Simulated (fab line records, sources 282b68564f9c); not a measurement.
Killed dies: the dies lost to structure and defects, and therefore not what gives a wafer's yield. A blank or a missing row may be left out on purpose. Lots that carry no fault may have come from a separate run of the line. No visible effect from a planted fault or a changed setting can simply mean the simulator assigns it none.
2 desks looking at one fault | flow rit_cmos | every desk sees just its own numbers, and what lay behind them comes last

== METROLOGY DESK ==
Means of the sampled wafers that have a number, per lot and without regard to the tool the lot ran on: this is what the gauges read. Any lot whose mean is over 4 standard deviations away from the usual mean is out of limits and marked OUT; that distance is given in the brackets.
Columns: A = NRETRO_TW at RIT_NRETRO_TW_MEAS_10, usual 1048; B = PRETRO_OVL at RIT_PRETRO_OVL_MEAS_06, usual -0.5 nm; C = NSD_RS at RIT_SDANNEAL_RS_MEAS_05, usual 84.47 ohm/sq
lot  | first seen here | A    | B    | C
L757 | day 2 06:46     | 1040 | -1.2 | 84.41
L758 | day 2 12:56     | 1046 | -1.0 | 84.28
L759 | day 2 19:00     | 1060 | -3.6 | 84.56
L760 | day 2 23:10     | 1045 | -1.1 | 84.52
L761 | day 3 03:16     | 1038 | -0.7 | 84.78
L762 | day 3 07:21     | 1049 | -1.2 | 84.50
L769 | day 4 17:57     | 1052 | 0.7  | 84.72
L771 | day 5 04:29     | 1054 | -1.7 | 83.95
L772 | day 5 08:23     | 1040 | 0.3  | 84.70
L774 | day 5 18:40     | 1048 | 0.0  | 84.55
L775 | day 5 23:37     | 1054 | -0.3 | 84.53
L776 | day 6 06:13     | 1059 | 2.5  | 84.57
L778 | day 6 15:58     | 1045 | -0.5 | 84.03
L779 | day 6 20:34     | 1044 | -1.2 | 84.73
L780 | day 7 00:44     | 1037 | -1.5 | 84.87
Result from this desk: across the 15 lots, nothing is out of limits.

== FOR THE TOOL OWNER'S DESK: litho_track-04 ==
The tool's own readings at RIT_CONTACT_SOFTBAKE_04 (time 60 s): means of the sampled wafers that have a number, for each lot that ran on this tool. Any lot whose mean is over 4 standard deviations away from the usual mean is out of limits and marked OUT; that distance is given in the brackets.
Columns: A = chill_plate_temp_C at RIT_CONTACT_SOFTBAKE_04, usual 23.01 C; B = exhaust_pa at RIT_CONTACT_SOFTBAKE_04, usual 45.2 Pa; C = heater_power_total_W at RIT_CONTACT_SOFTBAKE_04, usual 34.56 W; D = plate_temp_C at RIT_CONTACT_SOFTBAKE_04, usual 90.02 C
lot  | first seen here | A     | B    | C               | D
L758 | day 3 12:53     | 23.03 | 45.0 | 34.61           | 89.98
L759 | day 3 17:34     | 22.95 | 46.2 | 34.58           | 90.05
L760 | day 3 21:08     | 23.01 | 45.1 | 35.33 (+17) OUT | 91.52 (+12) OUT
L761 | day 4 00:59     | 23.19 | 45.3 | 35.34 (+17) OUT | 91.48 (+11) OUT
L762 | day 4 08:47     | 22.98 | 44.3 | 35.32 (+17) OUT | 91.35 (+10) OUT
L780 | day 7 22:54     | 23.04 | 45.6 | 34.53           | 90.06
This desk's finding: out of limits on L760, L761, L762; first on L760, day 3 21:08 (heater_power_total_W at RIT_CONTACT_SOFTBAKE_04). L758, L759, L780 stayed within limits.

== PUT TOGETHER ==
An alarm could have come from the tool owner's desk at day 3 21:08, on L760, L761, L762.
From the metrology desk's view, nothing was out of limits.
The metrology desk has L760, L761, L762 on record, within its limits.
The lots listed all ran RIT_CONTACT_SOFTBAKE_04 on litho_track-04.

== WHAT THE SIMULATOR HAD PUT IN ==
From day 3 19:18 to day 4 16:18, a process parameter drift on litho_track-04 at RIT_CONTACT_SOFTBAKE_04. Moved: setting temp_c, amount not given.
Lots struck among those shown: L760, L761, L762.
How many hours passed from the start of the fault until each desk's first out-of-limits reading: the tool owner's desk, 2.
